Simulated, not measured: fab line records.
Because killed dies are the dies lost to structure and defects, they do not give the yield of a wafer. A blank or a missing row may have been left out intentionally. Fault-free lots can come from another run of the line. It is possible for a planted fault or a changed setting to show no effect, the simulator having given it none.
Which of the tools did it? :: flow berkeley-cmos170 :: 72 wafers from 24 lots sampled at 5 of the route's 331 steps

WHAT THE GAUGES SHOWED, per wafer
UCB170_PFIELD_TW_MEAS_09.
lot: L074
measured: day 4 10:18
on: film-metro-04
PFIELD_TW: 610 609 607

lot: L075
measured: day 4 10:04
on: film-metro-03
PFIELD_TW: 593 597 593

lot: L076
measured: day 4 19:17
on: film-metro-03
PFIELD_TW: 594 595 591

lot: L077
measured: day 4 18:52
on: film-metro-04
PFIELD_TW: 606 606 606

lot: L078
measured: day 5 07:12
on: film-metro-04
PFIELD_TW: 611 608 609

lot: L079
measured: day 5 12:14
on: film-metro-03
PFIELD_TW: 597 591 595

lot: L080
measured: day 5 12:41
on: film-metro-04
PFIELD_TW: 609 609 609

lot: L081
measured: day 6 02:57
on: film-metro-03
PFIELD_TW: 594 599 596

lot: L082
measured: day 6 03:12
on: film-metro-03
PFIELD_TW: 596 596 597

lot: L083
measured: day 6 09:12
on: film-metro-03
PFIELD_TW: 597 596 598

lot: L085
measured: day 6 14:12
on: film-metro-04
PFIELD_TW: 609 611 610

lot: L084
measured: day 6 13:58
on: film-metro-03
PFIELD_TW: 595 593 597

lot: L086
measured: day 7 05:59
on: film-metro-03
PFIELD_TW: 596 594 596

lot: L087
measured: day 7 05:08
on: film-metro-04
PFIELD_TW: 607 608 610

lot: L088
measured: day 7 05:43
on: film-metro-03
PFIELD_TW: 594 594 593

lot: L089
measured: day 7 16:58
on: film-metro-02
PFIELD_TW: 602 599 602

lot: L090
measured: day 7 16:43
on: film-metro-04
PFIELD_TW: 610 609 608

lot: L091
measured: day 7 17:15
on: film-metro-03
PFIELD_TW: 597 595 597

lot: L092
measured: day 7 21:45
on: film-metro-03
PFIELD_TW: 596 593 595

lot: L093
measured: day 8 10:46
on: film-metro-03
PFIELD_TW: 597 593 595

lot: L094
measured: day 8 18:59
on: film-metro-03
PFIELD_TW: 599 598 601

lot: L095
measured: day 8 18:46
on: film-metro-02
PFIELD_TW: 600 599 600

lot: L096
measured: day 8 18:34
on: film-metro-04
PFIELD_TW: 606 606 609

lot: L097
measured: day 9 04:16
on: film-metro-04
PFIELD_TW: 608 608 609

UCB170_PVT_OVL_MEAS_06.
lot: L074
measured: day 5 13:58
on: overlay-02
PVT_OVL (nm): 5 -5 -3

lot: L075
measured: day 5 14:05
on: overlay-02
PVT_OVL (nm): -2 -4 6

lot: L076
measured: day 5 18:09
on: overlay-02
PVT_OVL (nm): 2 3 -6

lot: L077
measured: day 5 17:43
on: overlay-02
PVT_OVL (nm): 7 11 7

lot: L078
measured: day 6 08:08
on: overlay-02
PVT_OVL (nm): -7 -2 -4

lot: L079
measured: day 6 14:14
on: overlay-02
PVT_OVL (nm): 3 1 -7

lot: L080
measured: day 6 14:07
on: overlay-02
PVT_OVL (nm): 3 2 -1

lot: L081
measured: day 7 04:35
on: overlay-02
PVT_OVL (nm): 0 5 4

lot: L082
measured: day 7 04:34
on: overlay-01
PVT_OVL (nm): 8 -2 7

lot: L083
measured: day 7 16:17
on: overlay-01
PVT_OVL (nm): 8 -4 -4

lot: L085
measured: day 7 21:07
on: overlay-02
PVT_OVL (nm): -10 -5 -12

lot: L084
measured: day 7 20:51
on: overlay-02
PVT_OVL (nm): 8 -2 -2

lot: L086
measured: day 8 13:08
on: overlay-01
PVT_OVL (nm): 1 3 3

lot: L087
measured: day 8 13:55
on: overlay-01
PVT_OVL (nm): 3 6 5

lot: L088
measured: day 8 13:41
on: overlay-02
PVT_OVL (nm): 2 -7 4

lot: L089
measured: day 9 03:47
on: overlay-02
PVT_OVL (nm): 1 -4 5

lot: L090
measured: day 9 03:32
on: overlay-01
PVT_OVL (nm): 3 7 0

lot: L091
measured: day 9 04:04
on: overlay-02
PVT_OVL (nm): -2 -1 1

lot: L092
measured: day 9 08:03
on: overlay-01
PVT_OVL (nm): 14 14 4

lot: L093
measured: day 9 19:16
on: overlay-01
PVT_OVL (nm): 0 3 -1

lot: L094
measured: day 10 03:08
on: overlay-01
PVT_OVL (nm): 5 13 8

lot: L095
measured: day 10 03:37
on: overlay-01
PVT_OVL (nm): 2 -8 9

lot: L096
measured: day 10 03:45
on: overlay-02
PVT_OVL (nm): 10 7 5

lot: L097
measured: day 10 15:24
on: overlay-01
PVT_OVL (nm): -6 0 2

UCB170_NSD_OVL_MEAS_07.
lot: L074
measured: day 6 22:08
on: overlay-02
NSD_OVL (nm): -3 -5 -4

lot: L075
measured: day 6 21:44
on: overlay-02
NSD_OVL (nm): -5 -5 -8

lot: L076
measured: day 6 21:59
on: overlay-02
NSD_OVL (nm): -5 -4 -3

lot: L077
measured: day 6 21:52
on: overlay-02
NSD_OVL (nm): -4 0 -8

lot: L078
measured: day 7 08:14
on: overlay-02
NSD_OVL (nm): 0 7 -4

lot: L079
measured: day 7 19:47
on: overlay-01
NSD_OVL (nm): -5 -1 0

lot: L080
measured: day 7 20:18
on: overlay-02
NSD_OVL (nm): -12 -6 -5

lot: L081
measured: day 8 10:41
on: overlay-01
NSD_OVL (nm): -5 -2 -5

lot: L082
measured: day 8 12:26
on: overlay-01
NSD_OVL (nm): -1 -1 0

lot: L083
measured: day 8 15:58
on: overlay-01
NSD_OVL (nm): 0 -6 -11

lot: L085
measured: day 9 04:35
on: overlay-02
NSD_OVL (nm): 0 -2 3

lot: L084
measured: day 9 04:28
on: overlay-02
NSD_OVL (nm): 0 -5 0

lot: L086
measured: day 9 13:44
on: overlay-01
NSD_OVL (nm): 8 1 2

lot: L087
measured: day 9 14:25
on: overlay-02
NSD_OVL (nm): -2 3 1

lot: L088
measured: day 9 14:17
on: overlay-01
NSD_OVL (nm): 0 7 3

lot: L089
measured: day 10 06:06
on: overlay-01
NSD_OVL (nm): 5 3 5

lot: L090
measured: day 10 05:56
on: overlay-02
NSD_OVL (nm): -9 -5 -9

lot: L091
measured: day 10 06:23
on: overlay-01
NSD_OVL (nm): -2 -5 -7

lot: L092
measured: day 10 12:58
on: overlay-02
NSD_OVL (nm): -6 5 -2

lot: L093
measured: day 11 02:39
on: overlay-02
NSD_OVL (nm): -7 -5 -7

lot: L094
measured: day 11 06:58
on: overlay-02
NSD_OVL (nm): -16 -15 -7

lot: L095
measured: day 11 07:26
on: overlay-02
NSD_OVL (nm): 5 -4 -1

lot: L096
measured: day 11 07:13
on: overlay-01
NSD_OVL (nm): -7 -9 2

lot: L097
measured: day 11 17:53
on: overlay-02
NSD_OVL (nm): 3 6 3

WHICH TOOL RAN EACH LOT (tool, then ch and the chambers of the sampled wafers, then the start)
lot: L074
UCB170_ZERO_ETCH_06: rie-diel-04 ch 0,1, day 1 17:17
UCB170_PFIELD_STRIP_08: plasma-asher-02 ch 0,1, day 4 10:11

lot: L075
UCB170_ZERO_ETCH_06: rie-diel-01 ch 1,2,3, day 2 00:32
UCB170_PFIELD_STRIP_08: plasma-asher-04 ch 0, day 4 09:57

lot: L076
UCB170_ZERO_ETCH_06: rie-diel-04 ch 0,1, day 2 05:06
UCB170_PFIELD_STRIP_08: plasma-asher-03 ch 0,1, day 4 19:12

lot: L077
UCB170_ZERO_ETCH_06: rie-diel-01 ch 0,1,3, day 2 09:35
UCB170_PFIELD_STRIP_08: plasma-asher-04 ch 0,1, day 4 18:46

lot: L078
UCB170_ZERO_ETCH_06: rie-diel-04 ch 1,2,3, day 2 14:49
UCB170_PFIELD_STRIP_08: plasma-asher-04 ch 0,1, day 5 07:06

lot: L079
UCB170_ZERO_ETCH_06: rie-diel-01 ch 0,1,3, day 2 21:16
UCB170_PFIELD_STRIP_08: plasma-asher-02 ch 0,1, day 5 12:08

lot: L080
UCB170_ZERO_ETCH_06: rie-diel-01 ch 0,1,2, day 3 04:05
UCB170_PFIELD_STRIP_08: plasma-asher-02 ch 1, day 5 12:35

lot: L081
UCB170_ZERO_ETCH_06: rie-diel-03 ch 1,2, day 3 08:28
UCB170_PFIELD_STRIP_08: plasma-asher-02 ch 0,1, day 6 02:52

lot: L082
UCB170_ZERO_ETCH_06: rie-diel-04 ch 0,2, day 3 12:26
UCB170_PFIELD_STRIP_08: plasma-asher-03 ch 0,1, day 6 03:06

lot: L083
UCB170_ZERO_ETCH_06: rie-diel-01 ch 0,1,2, day 3 18:07
UCB170_PFIELD_STRIP_08: plasma-asher-02 ch 0,1, day 6 09:07

lot: L085
UCB170_ZERO_ETCH_06: rie-diel-04 ch 0,1,3, day 4 00:07
UCB170_PFIELD_STRIP_08: plasma-asher-03 ch 0,1, day 6 14:05

lot: L084
UCB170_ZERO_ETCH_06: rie-diel-01 ch 2,3, day 4 00:23
UCB170_PFIELD_STRIP_08: plasma-asher-03 ch 0,1, day 6 13:53

lot: L086
UCB170_ZERO_ETCH_06: rie-diel-03 ch 0,2, day 4 08:11
UCB170_PFIELD_STRIP_08: plasma-asher-04 ch 0,1, day 7 05:53

lot: L087
UCB170_ZERO_ETCH_06: rie-diel-03 ch 1,2,3, day 4 15:44
UCB170_PFIELD_STRIP_08: plasma-asher-02 ch 0,1, day 7 05:02

lot: L088
UCB170_ZERO_ETCH_06: rie-diel-04 ch 0,2, day 4 15:55
UCB170_PFIELD_STRIP_08: plasma-asher-02 ch 0,1, day 7 05:37

lot: L089
UCB170_ZERO_ETCH_06: rie-diel-04 ch 1,2, day 4 23:45
UCB170_PFIELD_STRIP_08: plasma-asher-02 ch 0,1, day 7 16:52

lot: L090
UCB170_ZERO_ETCH_06: rie-diel-03 ch 0,3, day 5 03:07
UCB170_PFIELD_STRIP_08: plasma-asher-04 ch 0,1, day 7 16:38

lot: L091
UCB170_ZERO_ETCH_06: rie-diel-01 ch 0,2, day 5 05:55
UCB170_PFIELD_STRIP_08: plasma-asher-04 ch 0,1, day 7 17:08

lot: L092
UCB170_ZERO_ETCH_06: rie-diel-04 ch 1,2,3, day 5 12:40
UCB170_PFIELD_STRIP_08: plasma-asher-03 ch 0,1, day 7 21:39

lot: L093
UCB170_ZERO_ETCH_06: rie-diel-01 ch 1,2,3, day 5 17:09
UCB170_PFIELD_STRIP_08: plasma-asher-03 ch 0,1, day 8 10:40

lot: L094
UCB170_ZERO_ETCH_06: rie-diel-03 ch 0,1,2, day 6 01:38
UCB170_PFIELD_STRIP_08: plasma-asher-04 ch 0,1, day 8 18:53

lot: L095
UCB170_ZERO_ETCH_06: rie-diel-03 ch 0,1,3, day 6 04:31
UCB170_PFIELD_STRIP_08: plasma-asher-03 ch 0,1, day 8 18:40

lot: L096
UCB170_ZERO_ETCH_06: rie-diel-04 ch 0,2,3, day 6 06:20
UCB170_PFIELD_STRIP_08: plasma-asher-02 ch 0,1, day 8 18:29

lot: L097
UCB170_ZERO_ETCH_06: rie-diel-04 ch 0,3, day 6 12:19
UCB170_PFIELD_STRIP_08: plasma-asher-03 ch 0,1, day 9 04:09
- UCB170_ZERO_ETCH_06: etches SiO2 in CHF3/CF4/Ar, time 12 s.
- UCB170_PFIELD_STRIP_08: strips in O2.

AS READ BY THE TOOLS THEMSELVES (means over the sampled wafers that have a number; for cases with no such wafer, the mark the record gives instead)
UCB170_ZERO_ETCH_06.
lot: L074
tool: rie-diel-04
drypump-motor-current-A (A): 5.7
oes-product-au (a.u.): 0.642
throttle-valve-pct (%): 9.21

lot: L075
tool: rie-diel-01
drypump-motor-current-A (A): 6.0
oes-product-au (a.u.): 0.623
throttle-valve-pct (%): 9.37

lot: L076
tool: rie-diel-04
drypump-motor-current-A (A): 5.7
oes-product-au (a.u.): 0.640
throttle-valve-pct (%): 9.21

lot: L077
tool: rie-diel-01
drypump-motor-current-A (A): 5.9
oes-product-au (a.u.): 0.627
throttle-valve-pct (%): 9.37

lot: L078
tool: rie-diel-04
drypump-motor-current-A (A): 5.5
oes-product-au (a.u.): 0.638
throttle-valve-pct (%): 9.14

lot: L079
tool: rie-diel-01
drypump-motor-current-A (A): 5.9
oes-product-au (a.u.): 0.625
throttle-valve-pct (%): 9.38

lot: L080
tool: rie-diel-01
drypump-motor-current-A (A): 6.1
oes-product-au (a.u.): 0.625
throttle-valve-pct (%): 9.46

lot: L081
tool: rie-diel-03
drypump-motor-current-A (A): 5.7
oes-product-au (a.u.): 0.636
throttle-valve-pct (%): 9.34

lot: L082
tool: rie-diel-04
drypump-motor-current-A (A): 5.7
oes-product-au (a.u.): 0.639
throttle-valve-pct (%): 9.23

lot: L083
tool: rie-diel-01
drypump-motor-current-A (A): 6.1
oes-product-au (a.u.): 0.622
throttle-valve-pct (%): 9.47

lot: L085
tool: rie-diel-04
drypump-motor-current-A (A): 5.5
oes-product-au (a.u.): 0.639
throttle-valve-pct (%): 9.17

lot: L084
tool: rie-diel-01
drypump-motor-current-A (A): 5.7
oes-product-au (a.u.): 0.631
throttle-valve-pct (%): 9.26

lot: L086
tool: rie-diel-03
drypump-motor-current-A (A): 5.8
oes-product-au (a.u.): 0.629
throttle-valve-pct (%): 9.30

lot: L087
tool: rie-diel-03
drypump-motor-current-A (A): 5.8
oes-product-au (a.u.): 0.633
throttle-valve-pct (%): 9.33

lot: L088
tool: rie-diel-04
drypump-motor-current-A (A): 5.5
oes-product-au (a.u.): 0.642
throttle-valve-pct (%): 9.30

lot: L089
tool: rie-diel-04
drypump-motor-current-A (A): 6.0
oes-product-au (a.u.): 0.635
throttle-valve-pct (%): 9.04

lot: L090
tool: rie-diel-03
drypump-motor-current-A (A): 6.3
oes-product-au (a.u.): 0.625
throttle-valve-pct (%): 9.31

lot: L091
tool: rie-diel-01
drypump-motor-current-A (A): 6.0
oes-product-au (a.u.): 0.630
throttle-valve-pct (%): 9.46

lot: L092
tool: rie-diel-04
drypump-motor-current-A (A): 5.5
oes-product-au (a.u.): 0.642
throttle-valve-pct (%): 9.15

lot: L093
tool: rie-diel-01
drypump-motor-current-A (A): 6.0
oes-product-au (a.u.): 0.627
throttle-valve-pct (%): 9.37

lot: L094
tool: rie-diel-03
drypump-motor-current-A (A): 6.1
oes-product-au (a.u.): 0.635
throttle-valve-pct (%): 9.37

lot: L095
tool: rie-diel-03
drypump-motor-current-A (A): 6.2
oes-product-au (a.u.): 0.629
throttle-valve-pct (%): 9.34

lot: L096
tool: rie-diel-04
drypump-motor-current-A (A): 5.3
oes-product-au (a.u.): 0.637
throttle-valve-pct (%): 9.26

lot: L097
tool: rie-diel-04
drypump-motor-current-A (A): 5.3
oes-product-au (a.u.): 0.634
throttle-valve-pct (%): 9.30

UCB170_PFIELD_STRIP_08.
lot: L074
tool: plasma-asher-02
drypump-motor-current-A (A): 5.8
oes-product-au (a.u.): 0.738
strip-time-to-endpoint-s (s): 21.62

lot: L075
tool: plasma-asher-04
drypump-motor-current-A (A): 5.1
oes-product-au (a.u.): 0.737
strip-time-to-endpoint-s (s): 21.67

lot: L076
tool: plasma-asher-03
drypump-motor-current-A (A): 5.7
oes-product-au (a.u.): 0.735
strip-time-to-endpoint-s (s): 21.57

lot: L077
tool: plasma-asher-04
drypump-motor-current-A (A): 5.9
oes-product-au (a.u.): 0.731
strip-time-to-endpoint-s (s): 21.55

lot: L078
tool: plasma-asher-04
drypump-motor-current-A (A): 5.9
oes-product-au (a.u.): 0.734
strip-time-to-endpoint-s (s): 21.66

lot: L079
tool: plasma-asher-02
drypump-motor-current-A (A): 5.8
oes-product-au (a.u.): 0.734
strip-time-to-endpoint-s (s): 21.65

lot: L080
tool: plasma-asher-02
drypump-motor-current-A (A): 6.5
oes-product-au (a.u.): 0.738
strip-time-to-endpoint-s (s): 21.64

lot: L081
tool: plasma-asher-02
drypump-motor-current-A (A): 6.1
oes-product-au (a.u.): 0.732
strip-time-to-endpoint-s (s): 21.69

lot: L082
tool: plasma-asher-03
drypump-motor-current-A (A): 5.9
oes-product-au (a.u.): 0.736
strip-time-to-endpoint-s (s): 21.69

lot: L083
tool: plasma-asher-02
drypump-motor-current-A (A): 5.8
oes-product-au (a.u.): 0.730
strip-time-to-endpoint-s (s): 21.63

lot: L085
tool: plasma-asher-03
drypump-motor-current-A (A): 5.7
oes-product-au (a.u.): 0.734
strip-time-to-endpoint-s (s): 21.61

lot: L084
tool: plasma-asher-03
drypump-motor-current-A (A): 5.8
oes-product-au (a.u.): 0.731
strip-time-to-endpoint-s (s): 21.59

lot: L086
tool: plasma-asher-04
drypump-motor-current-A (A): 5.5
oes-product-au (a.u.): 0.734
strip-time-to-endpoint-s (s): 21.66

lot: L087
tool: plasma-asher-02
drypump-motor-current-A (A): 6.2
oes-product-au (a.u.): 0.733
strip-time-to-endpoint-s (s): 21.67

lot: L088
tool: plasma-asher-02
drypump-motor-current-A (A): 5.8
oes-product-au (a.u.): 0.728
strip-time-to-endpoint-s (s): 21.67

lot: L089
tool: plasma-asher-02
drypump-motor-current-A (A): 6.1
oes-product-au (a.u.): 0.734
strip-time-to-endpoint-s (s): 21.56

lot: L090
tool: plasma-asher-04
drypump-motor-current-A (A): 5.9
oes-product-au (a.u.): 0.734
strip-time-to-endpoint-s (s): 21.62

lot: L091
tool: plasma-asher-04
drypump-motor-current-A (A): 5.9
oes-product-au (a.u.): 0.735
strip-time-to-endpoint-s (s): 21.57

lot: L092
tool: plasma-asher-03
drypump-motor-current-A (A): 5.9
oes-product-au (a.u.): 0.739
strip-time-to-endpoint-s (s): 21.63

lot: L093
tool: plasma-asher-03
drypump-motor-current-A (A): 5.7
oes-product-au (a.u.): 0.732
strip-time-to-endpoint-s (s): 21.60

lot: L094
tool: plasma-asher-04
drypump-motor-current-A (A): 5.9
oes-product-au (a.u.): 0.731
strip-time-to-endpoint-s (s): 21.68

lot: L095
tool: plasma-asher-03
drypump-motor-current-A (A): 5.7
oes-product-au (a.u.): 0.736
strip-time-to-endpoint-s (s): 21.71

lot: L096
tool: plasma-asher-02
drypump-motor-current-A (A): 6.2
oes-product-au (a.u.): 0.738
strip-time-to-endpoint-s (s): 21.67

lot: L097
tool: plasma-asher-03
drypump-motor-current-A (A): 5.7
oes-product-au (a.u.): 0.739
strip-time-to-endpoint-s (s): 21.62

THE ANSWER, worked out from the rows above alone
Rule: usual is defined by the lots themselves. Put in order of their means at a reading, lots are off if they are a third of the lots or fewer, leave a main group of 4 or more, and stand apart from it by a gap of 3 or more times the standard deviation of the main group's means; of several such gaps the widest counts. A main group whose means are all the same, to the digits that the tables above print for the reading, isn't used. A lot without any number at a reading at which 4 lots or more have one is off too. Where the step has rows for the other lots, those lots are counted as sound. The gauges are gone through in route order, then the tools' own readings, and for those a lot's mean is taken as printed above. The first step at which some lot is off is used, and at that step the reading that is off furthest; a lot without a number counts as furthest.
Across all readings shown, no lot is off: no conclusion can be drawn from this.

WHAT WAS PUT IN BY THE SIMULATOR
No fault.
